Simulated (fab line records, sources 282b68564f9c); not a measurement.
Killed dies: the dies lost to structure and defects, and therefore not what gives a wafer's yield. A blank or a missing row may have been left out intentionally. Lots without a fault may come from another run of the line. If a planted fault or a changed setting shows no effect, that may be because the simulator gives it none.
Problem report, 8D (eight disciplines) form, completed by code / flow rit-cmos / the parts of the form that need people (team, actions taken, sign-off) are left out

## 1. WHAT IS WRONG
Across 6 wafers from 2 lots, PLDD_TW at RIT_PLDD_TW_MEAS_10 averages 1874, while fault-free wafers read 2330 with a standard deviation of 18. Measured from the usual mean, that is -25 standard deviations.
Earliest sighting: wafer L182.3 on film-metro-02 at day 6 09:40. The record has a number at this step for 42 wafers belonging to 14 lots. The rule behind "out" and "out of limits": a value lying over 4 standard deviations away from the usual mean. All remaining wafers that have a number are taken as sound.

## 2. WHAT IT IS, AND WHAT IT ISN'T
question=which readings at this step | is=PLDD_TW | is not=-
question=which lots | is=L182, L186 | is not=L167, L168, L169, L170, L172, L173, L174, L175, L177, L178, L189, L190
question=which wafers of those lots | is=all that have a number | is not=-
question=read on which gauges | is=film-metro-01, film-metro-02 | is not=film-metro-03
question=when | is=from day 6 09:40 | is not=up to then (30 sound wafers); but 6 sound wafers of L189, L190 came after

## 3. THE SUSPECTS, EACH WITH WHAT RULES IT OUT
Counting: a tool stays on the suspect list if, at a process step up to the reading, it processed all lots that are out and no sound lot following the first of them.
- the gauge at RIT_PLDD_TW_MEAS_10: ruled out. 2 gauges (film-metro-01, film-metro-02) read the wafers that are out.
- implanter-01 at RIT_PLDD_IMPLANT_08: kept. Every lot that is out went through it, starting with L182 (day 6 09:22), and after that it ran no sound lot; the last sound lot it ran before then is L177 (day 5 05:12). Its own readings are out on those wafers: dose-ions-cm2, faraday-current-uA.
The count leaves implanter-01 at RIT_PLDD_IMPLANT_08.

## 4. THE CAUSE (what the simulator had put in)
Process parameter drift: implanter-01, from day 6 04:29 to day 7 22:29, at RIT_PLDD_IMPLANT_08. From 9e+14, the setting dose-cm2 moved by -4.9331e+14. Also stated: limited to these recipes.
After counting, this tool was the only one left.

## 5. SEQUENCE OF EFFECTS, ordered by route
Each row: a reading whose mean over the struck wafers that have a number lies more than 3 standard deviations from the usual. Readings are gone through only where the record gives a usual standard deviation; hours: the median, over the lots, of the time from a lot's start at the first step in this table giving one to that lot's start at this step; sigmas: the change measured in usual standard deviations.
hours=0; step=RIT_PLDD_IMPLANT_08; reading=dose-ions-cm2; usual=9e+14; on struck wafers=4e+14; change=-5e+14; sigmas=-99 or more
hours=0; step=RIT_PLDD_IMPLANT_08; reading=end-station-pressure-torr; usual=7.3e-06 Torr; on struck wafers=6.0e-06; change=-1.3e-06; sigmas=-3.7
hours=0; step=RIT_PLDD_IMPLANT_08; reading=faraday-current-uA; usual=2833; on struck wafers=1290; change=-1543; sigmas=-28
hours=0; step=RIT_PLDD_TW_MEAS_10; reading=PLDD_TW; usual=2330; on struck wafers=1874; change=-456; sigmas=-25
hours=7; step=RIT_SDANNEAL_RS_MEAS_06; reading=PLDD_RS; usual=178.6 ohm/sq; on struck wafers=301.7; change=+123.1; sigmas=+99 or more
The process steps in it:
- RIT_PLDD_IMPLANT_08

## 6. HOW IT WOULD HAVE BEEN CAUGHT EARLIER
5 hours passed between the start of the fault at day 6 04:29 and the first reading out of limits at a measuring or inspecting step in this record, taken at day 6 09:40.
Tool's own readings at RIT_PLDD_IMPLANT_08, dose-ions-cm2, faraday-current-uA: out on all struck wafers the step has rows for; an alarm limit on them would have tripped on the first.
Among the 2 lots that are out, L186 began RIT_PLDD_IMPLANT_08 on implanter-01 after day 6 09:40. Had the tool been put on hold then, it would have been spared.
